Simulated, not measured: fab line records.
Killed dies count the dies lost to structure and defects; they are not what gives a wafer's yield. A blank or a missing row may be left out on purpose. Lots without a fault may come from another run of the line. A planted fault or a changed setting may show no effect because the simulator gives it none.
Problem report in the 8D (eight disciplines) form, filled by code :: flow rit_cmos :: the parts of the form that need people (team, actions taken, sign-off) are left out

## 1. PROBLEM STATEMENT
Wafers without a fault read 140.05 C, standard deviation 0.14; prime_temp_c at RIT_PSD_HMDS_00 reads a mean of 150.14 C on 9 wafers belonging to 3 lots. Measured from the usual mean, that is +72 standard deviations.
The step: prime time 60 s.
Seen first at day 4 20:26 on litho_track-02, wafer L317.1. The record holds 45 wafers of 15 lots with a number at this step. Rule for "out" (also "out of limits"): further than 4 standard deviations from the usual mean. The rest of the wafers with a number are treated as sound.

## 2. WHAT IT IS; WHAT IT IS NOT
question: which readings at this step
is: prime_temp_c
is not: -

question: which lots
is: L317, L320, L322
is not: L310, L311, L312, L313, L314, L324, L326, L327, L328, L330, L331, L332

question: which wafers of those lots
is: all that have a number
is not: -

question: read on which tools
is: litho_track-02
is not: litho_track-03, litho_track-04

question: when
is: from day 4 20:26
is not: up to then (15 sound wafers); but 21 sound wafers of L324, L326, L327, L328, L330, L331, L332 came after

## 3. THE SUSPECTS, EACH WITH WHAT RULES IT OUT
Counting: any tool at a process step up to the reading is kept as a suspect provided that every lot that is out went through it and no sound lot did after the first of them.
- litho_track-02 at RIT_PSD_HMDS_00 (prime time 60 s): kept. Every lot that is out went through it, starting with L317 (day 4 20:26), and after that it ran no sound lot; the last sound lot it ran before then is L314 (day 4 06:56). Its own prime_temp_c readings are out on those wafers.
The count leaves litho_track-02 at RIT_PSD_HMDS_00.

## 4. THE CAUSE (what the simulator had put in)
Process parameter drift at RIT_PSD_HMDS_00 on litho_track-02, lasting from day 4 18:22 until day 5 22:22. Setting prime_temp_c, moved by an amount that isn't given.
This tool alone remained once counting was done.

## 5. THE CHAIN OF EFFECTS, in route order
One row per reading whose mean, taken over the struck wafers that have a number, lies over 3 standard deviations from the usual. Readings are gone through only where the record gives a usual standard deviation; hours: the median, over the lots, of the time from a lot's start at the first step in this table giving one to that lot's start at this step; sigmas: the change measured in usual standard deviations.
hours: 0
step: RIT_PSD_HMDS_00
reading: prime_temp_c
usual: 140.05 C
on struck wafers: 150.14
change: +10.09
sigmas: +72
Process steps it contains:
- RIT_PSD_HMDS_00: prime time 60 s.

## 6. WHAT WOULD HAVE CAUGHT IT SOONER
In this record the first reading out of limits was taken at day 4 20:26, 2 hours after the fault began at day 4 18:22.
